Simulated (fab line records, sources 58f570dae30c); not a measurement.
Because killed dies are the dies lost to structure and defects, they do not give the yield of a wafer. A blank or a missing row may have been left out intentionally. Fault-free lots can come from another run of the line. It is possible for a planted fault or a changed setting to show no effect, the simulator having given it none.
One fault through the eyes of 2 desks + flow berkeley cmos170 + every desk sees just its own numbers, and what lay behind them comes last

## THE TOOL OWNER'S DESK: rie metal-04
The tool's own readings at UCB170_M1_METAL_ETCH_12 (etches Al in Cl2/BCl3, stops on PSG, target depth 780 nm, time 130 s): means of the sampled wafers that have a number, for each lot that ran on this tool. If a lot's mean is further than 4 standard deviations from the usual mean, the lot is out of limits and carries the mark OUT (the distance appears in the brackets).
Columns: A = drypump motor current A at UCB170_M1_METAL_ETCH_12, usual 6.0 A; B = mfc cl2 sccm at UCB170_M1_METAL_ETCH_12, usual 90.00 sccm; C = oes product au at UCB170_M1_METAL_ETCH_12, usual 0.855 a.u.; D = throttle valve pct at UCB170_M1_METAL_ETCH_12, usual 24.32 %
| lot  | first seen here | A   | B     | C     | D     |
|------|-----------------|-----|-------|-------|-------|
| L514 | day 8 21:33     | 6.1 | 89.95 | 0.874 | 24.22 |
| L519 | day 10 05:11    | 6.1 | 89.81 | 0.833 | 24.25 |
| L521 | day 10 10:34    | 6.3 | 90.24 | 0.817 | 24.18 |
This desk's finding: nothing out of limits on any of the 3 lots.

## FROM THE METROLOGY DESK
What the gauges read, lot by lot, whatever tool the lot ran on: means of the sampled wafers that have a number. If a lot's mean is further than 4 standard deviations from the usual mean, the lot is out of limits and carries the mark OUT (the distance appears in the brackets).
Columns: A = M1_AL_RS at UCB170_M1_RS_MEAS_01, usual 0.0485 ohm/sq; B = M1_AL_THK at UCB170_M1_THK_MEAS_02, usual 620 nm; C = cd nm at UCB170_M1_CD_MEAS_09, usual 699.8 nm; D = M1_OVL at UCB170_M1_OVL_MEAS_10, usual 2 nm
| lot  | first seen here | A      | B   | C     | D  |
|------|-----------------|--------|-----|-------|----|
| L509 | day 7 15:11     | 0.0479 | 628 | 698.1 | 8  |
| L514 | day 8 19:28     | 0.0477 | 631 | 698.9 | 9  |
| L519 | day 10 03:40    | 0.0496 | 609 | 699.4 | 3  |
| L520 | day 10 04:38    | 0.0472 | 632 | 701.7 | -2 |
| L518 | day 10 04:48    | 0.0485 | 622 | 701.2 | 8  |
| L521 | day 10 09:20    | 0.0482 | 625 | 696.7 | 3  |
This desk's finding: nothing out of limits on any of the 6 lots.

## PUT TOGETHER
The tool owner's desk saw nothing out of limits.
Metrology desk: nothing out of limits seen.

## WHAT WAS PUT IN BY THE SIMULATOR
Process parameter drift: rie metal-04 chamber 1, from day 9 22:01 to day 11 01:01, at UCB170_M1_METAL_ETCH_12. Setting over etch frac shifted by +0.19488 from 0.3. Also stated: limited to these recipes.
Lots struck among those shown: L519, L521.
